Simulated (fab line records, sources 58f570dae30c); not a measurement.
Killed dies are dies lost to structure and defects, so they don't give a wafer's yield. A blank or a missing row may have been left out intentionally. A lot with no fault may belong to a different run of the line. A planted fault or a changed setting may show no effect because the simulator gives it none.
A lot that was struck, set against a sound lot :: flow berkeley cmos170 :: 14 out of 331 route steps
Sound: the wafers L752.2, L752.3, L752.4. Wafers struck: L755.2, L755.3, L755.6. At the end, the cause is stated.
Each step with rows lists, per side, the tool, then ch with its chambers, then its first start. Under that, the readings that differ: sound wafers :: struck wafers :: difference of the means :: sigmas: that difference in standard deviations of wafers without a fault.
alike: readings with means less than 2 such deviations apart, plus words and numbers identical on both sides. not compared: withheld readings, readings lacking a value on some wafer, bounds such as >300 that could conceal the same value, and numbers that have no deviation in the record and whose values overlap.
Wherever a step has rows on one side only, a row that says differs or no value, or a row with sigmas, the two part there. Non-overlapping numbers with no deviation appear without sigmas and do not part them. Lack of a reading on every wafer of one side parts them only where that side has two or more wafers.

first, 5 steps without rows for these wafers: UCB170_NWELL_WET_ETCH_18 (etches Si3N4 in H3PO4, time 14400 s); UCB170_NWELL_WET_ETCH_19 (etches SiO2 in BOE, time 22 s); UCB170_PWELL_CLEAN_00 (cleans in SPM, time 600 s); UCB170_PWELL_CLEAN_01 (cleans in dHF, time 60 s); UCB170_PWELL_OXIDATION_02 (target thk 26.4 nm, ox time 1260 s).
UCB170_PWELL_THK_MEAS_03:
  struck on film metro-03, day 3 22:44; sound on film metro-03, day 3 05:56
  alike: PWELL_OXIDE_THK
then, 2 steps without rows for these wafers: UCB170_PWELL_ANNEAL_04 (time 900 s); UCB170_PWELL_CVD_05 (deposits Si3N4 from SiH2Cl2/NH3, target thk 220 nm, time 3300 s).
UCB170_PWELL_THK_MEAS_06:
  struck on film metro-03, day 4 03:32; sound on film metro-03, day 3 12:21
  alike: PWELL_NITRIDE_THK
then, 3 steps without rows for these wafers: UCB170_PWELL_HMDS_07 (prime time 60 s); UCB170_PWELL_COAT_08 (resist thk 900 nm); UCB170_PWELL_SOFTBAKE_09 (time 60 s).
UCB170_PWELL_EXPOSE_10: exposes mask PWELL, target cd 3000 nm.
  sound on krf scanner-02 ch 0, day 3 13:17; struck on krf scanner-02, day 4 04:04
  no value came back on the struck wafers for exposure dose mJ cm2, focus offset nm (nm), stage vel mm s (mm/s); on the sound wafers exposure dose mJ cm2 reads 19.017 18.999 19.014
  alike: mask
UCB170_PWELL_PEB_11:
  sound on litho track-01 ch 0, day 3 13:24; struck on litho track-03 ch 0, day 4 04:11
  alike: plate sensor t centre C, plate sensor t edge C

## WHERE THEY PART
UCB170_PWELL_EXPOSE_10 only, going by this record. Later steps at which nothing parts them and some readings are alike: UCB170_PWELL_PEB_11.

WHY: what had been put in by the simulator
Step skipped in full: krf scanner-02, at UCB170_PWELL_EXPOSE_10, from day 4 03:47 onward. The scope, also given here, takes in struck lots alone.
